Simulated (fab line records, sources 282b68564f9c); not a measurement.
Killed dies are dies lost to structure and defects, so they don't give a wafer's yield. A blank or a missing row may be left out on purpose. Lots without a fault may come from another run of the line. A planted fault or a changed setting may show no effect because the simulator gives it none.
A struck lot beside a sound one | flow rit_cmos | 27 steps out of a route of 202
Sound: wafers L331.2, L331.4, L331.5. Struck: wafer L334.1. (L334.2, L334.4 of the same lot were not struck and are left out.) The cause comes at the end.
At each step with rows: each side's tool, then ch and its chambers, then its first start. Under that, the readings that differ: sound wafers | struck wafers | difference of the means | sigmas: that difference in standard deviations of wafers without a fault.
alike: readings whose means differ by less than 2 such deviations, and words and numbers that are the same on both sides. not compared: withheld readings, readings that some wafer has no value for, bounds like >300 that may hide the same value, and numbers for which the record gives no deviation and whose values overlap.
The two part at a step that has a row with sigmas, a row that says differs or no value, or rows on one side only. Numbers that don't overlap but have no deviation are shown without sigmas and don't part them. A reading that every wafer of one side lacks parts them only if that side has two wafers or more.

first, 4 steps without rows for these wafers: RIT_CONTACT_SOFTBAKE_04 (time 60 s); RIT_CONTACT_EXPOSE_05 (exposes mask M11, target cd 1000 nm); RIT_CONTACT_PEB_06; RIT_CONTACT_DEVELOP_07 (develop time 120 s).
RIT_CONTACT_CD_MEAS_08: target cd 1000 nm.
  sound on cd_sem-01, day 5 19:58; struck on cd_sem-02, day 6 10:28
  alike: cd_nm
RIT_CONTACT_OVL_MEAS_09:
  sound on overlay-01, day 5 20:04; struck on overlay-01, day 6 10:35
  alike: CONTACT_OVL
then, 1 step without rows for these wafers: RIT_CONTACT_HARDBAKE_10 (time 60 s).
RIT_CONTACT_ETCH_11: etches SiO2 in CHF3/CF4/Ar, stops on TiSi2, target depth 480 nm, time 320 s.
  sound on rie_diel-02 ch 1,3, day 5 20:15; struck on rie_diel-02 ch 3, day 6 10:59
  alike: chamber_pressure_mTorr, drypump_motor_current_A, oes_product_au, throttle_valve_pct
  not compared: rf_hours_counter_h
RIT_CONTACT_STRIP_12: strips in O2, time 180 s.
  sound on plasma_asher-02 ch 0,1, day 5 20:26; struck on plasma_asher-01 ch 0, day 6 11:10
  alike: chamber_pressure_mTorr, drypump_motor_current_A
  not compared: rf_hours_counter_h
RIT_CONTACT_CD_MEAS_90: target cd 1000 nm.
  sound on cd_sem-01, day 5 20:38; struck on cd_sem-01, day 6 11:21
  alike: cd_nm
then, 2 steps without rows for these wafers: RIT_CONTACT_CLEAN_13 (cleans in SC1, time 600 s); RIT_CONTACT_CLEAN_14 (cleans in SC2, time 600 s).
RIT_M1_SPUTTER_00: material Al, target thk 400 nm, time 500 s.
  sound on pvd_sputter-01, day 5 21:05; struck on pvd_sputter-02, day 6 11:59
  reading                               | sound           | struck | difference | sigmas
  throttle_valve_pct (%)                | 28.4 30.8 28.5  | 31.4   | +2.2       | +2
  model.Al_of_M1_SPUTTER_00.thk_nm (nm) | 395.1 391.6 396 | 414.7  | +20.5      |
  alike: chamber_pressure_pa
RIT_M1_RS_MEAS_01: measures by four-point-probe.
  sound on film_metro-04, day 5 21:24; struck on film_metro-04, day 6 12:17
  reading           | sound                | struck | difference | sigmas
  M1_AL_RS (ohm/sq) | 0.0744 0.0748 0.0739 | 0.0704 | -0.0040    | -6
RIT_M1_THK_MEAS_02: measures by xrf.
  sound on film_metro-04, day 5 21:31; struck on film_metro-04, day 6 12:25
  reading        | sound       | struck | difference | sigmas
  M1_AL_THK (nm) | 395 395 398 | 416    | +20        | +5
then, 6 steps without rows for these wafers: RIT_M1_HMDS_03 (prime time 60 s); RIT_M1_COAT_04 (resist thk 1300 nm); RIT_M1_SOFTBAKE_05 (time 60 s); RIT_M1_EXPOSE_06 (exposes mask M12, target cd 2600 nm); RIT_M1_PEB_07; RIT_M1_DEVELOP_08 (develop time 68 s).
RIT_M1_CD_MEAS_09: target cd 2600 nm.
  sound on cd_sem-02, day 5 22:28; struck on cd_sem-02, day 6 13:21
  alike: cd_nm
RIT_M1_OVL_MEAS_10:
  sound on overlay-01, day 5 22:34; struck on overlay-01, day 6 13:28
  alike: M1_OVL
then, 1 step without rows for these wafers: RIT_M1_HARDBAKE_11 (time 120 s).
RIT_M1_METAL_ETCH_12: etches Al in Cl2/BCl3, stops on SiO2, time 165 s, target depth 600 nm.
  sound on rie_metal-04 ch 0,1, day 5 22:51; struck on rie_metal-04 ch 0, day 6 13:45
  reading                        | sound           | struck | difference | sigmas
  model.M1.feature_depth_nm (nm) | 428.3 424.3 429 | 447.2  | +20.0      |
  model.etch.depth_nm (nm)       | 395.1 391.6 396 | 414.7  | +20.5      |
  alike: chamber_pressure_mTorr, drypump_motor_current_A, oes_product_au, throttle_valve_pct
  not compared: rf_hours_counter_h
then, 1 step without rows for these wafers: RIT_M1_STRIP_13 (strips in nmp, time 600 s).
RIT_M1_PROBE_99:
  sound on prober-01, day 6 01:09; struck on prober-02, day 6 16:01
  reading                  | sound                   | struck  | difference | sigmas
  model.etest.m1.rs_ohm_sq | 0.07348 0.07441 0.07312 | 0.07021 | -0.00346   |
  alike: defect_limited_yield, killed_at_contacts, killed_at_front_end, killed_dies, killed_open, killed_short, sort_bin_3_pad_short, sort_bin_5_function, sort_bin_6_memory, sort_n_pass, sort_yield_pct

WHERE THEY PART
First at RIT_M1_SPUTTER_00; last, within this record, at RIT_M1_THK_MEAS_02. Later steps at which nothing parts them and some readings are alike: RIT_M1_CD_MEAS_09, RIT_M1_OVL_MEAS_10, RIT_M1_METAL_ETCH_12, RIT_M1_PROBE_99.

WHY: what the simulator had put in
Process parameter drift: pvd_sputter-02, from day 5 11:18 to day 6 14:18, at RIT_M1_SPUTTER_00. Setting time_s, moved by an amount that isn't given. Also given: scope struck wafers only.
